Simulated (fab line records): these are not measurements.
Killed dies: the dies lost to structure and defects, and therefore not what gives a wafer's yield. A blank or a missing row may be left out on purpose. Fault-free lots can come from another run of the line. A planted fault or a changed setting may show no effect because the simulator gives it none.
Struck lot and sound lot, side by side | flow rit_cmos | 17 out of 202 route steps
Sound: the wafers L892.2, L892.3, L892.6. Struck: wafers L896.2, L896.4, L896.6. The cause is given at the end.
For every step that has rows: the tool of each side, followed by ch and its chambers, followed by its first start. Under that, the readings that differ: sound wafers | struck wafers | difference of the means | sigmas: that difference in standard deviations of wafers without a fault.
alike: same words and numbers on both sides, and readings whose means sit less than 2 such deviations apart. not compared: any withheld reading, any reading some wafer has no value for, any bound like >300 that may hide the same value, and any number with overlapping values for which the record gives no deviation.
A row with sigmas, a row that says differs or no value, or rows on one side alone: a step with any of these is where the two part. When numbers do not overlap yet have no deviation, they are printed without sigmas and do not part them. A reading that every wafer of one side lacks parts them only if that side has two wafers or more.

first, 1 step without rows for these wafers: RIT_GATE_HARDBAKE_18 (time 60 s).
RIT_GATE_ETCH_19: etches poly-Si in SF6/CHF3/O2, stops on SiO2, time 165 s, target depth 312.5 nm.
  sound on rie_si-02 ch 1,2, day 3 23:43; struck on rie_si-02 ch 0,3, day 4 19:17
  alike: drypump_motor_current_A, oes_product_au, throttle_valve_pct
  not compared: rf_hours_counter_h
RIT_GATE_STRIP_20: strips in O2, time 180 s.
  sound on plasma_asher-04 ch 0,1, day 3 23:49; struck on plasma_asher-01 ch 0,1, day 4 19:23
  alike: drypump_motor_current_A
  not compared: rf_hours_counter_h
RIT_GATE_CD_MEAS_90 targets a cd of 150 nm.
  struck on cd_sem-02, day 4 19:41; sound on cd_sem-01, day 4 00:01
  alike: cd_nm
then, 4 steps without rows for these wafers: RIT_REOX_CLEAN_00 (cleans in SC1, time 600 s); RIT_REOX_CLEAN_01 (cleans in dHF, time 30 s); RIT_REOX_CLEAN_02 (cleans in SC2, time 600 s); RIT_REOX_OXIDATION_03 (target thk 25.2 nm, ox time 5854 s).
RIT_REOX_THK_MEAS_04:
  struck on film_metro-04, day 4 22:44; sound on film_metro-02, day 4 04:55
  alike: REOX_OXIDE_THK
then, 3 steps without rows for these wafers: RIT_NLDD_HMDS_00 (prime time 60 s); RIT_NLDD_COAT_01 (resist thk 1000 nm); RIT_NLDD_SOFTBAKE_02 (time 60 s).
RIT_NLDD_EXPOSE_03: exposes mask M7, target cd 40700 nm.
  sound on iline_stepper-01 ch 0, day 4 05:26; struck on iline_stepper-01 ch 0, day 4 23:22
  reading                      | sound             | struck               | difference | sigmas
  model.NLDD.overlay_x_nm (nm) | 1.266 1.266 1.266 | -179.6 -179.6 -179.6 | -180.9     |
  alike: mask, stage_vel_mm_s
then, 2 steps without rows for these wafers: RIT_NLDD_PEB_04; RIT_NLDD_DEVELOP_05 (develop time 50 s).
RIT_NLDD_OVL_MEAS_06:
  struck on overlay-02, day 4 23:58; sound on overlay-02, day 4 05:49
  reading       | sound        | struck               | difference | sigmas
  NLDD_OVL (nm) | 0.7 3.2 -0.1 | -178.3 -178.5 -177.9 | -179.5     | -99 or more
  not compared: hold
next, for these wafers, 1 step has no rows: RIT_M1_PROBE_99.

WHERE THEY PART
RIT_NLDD_OVL_MEAS_06 only, going by this record.

WHY: what had been put in by the simulator
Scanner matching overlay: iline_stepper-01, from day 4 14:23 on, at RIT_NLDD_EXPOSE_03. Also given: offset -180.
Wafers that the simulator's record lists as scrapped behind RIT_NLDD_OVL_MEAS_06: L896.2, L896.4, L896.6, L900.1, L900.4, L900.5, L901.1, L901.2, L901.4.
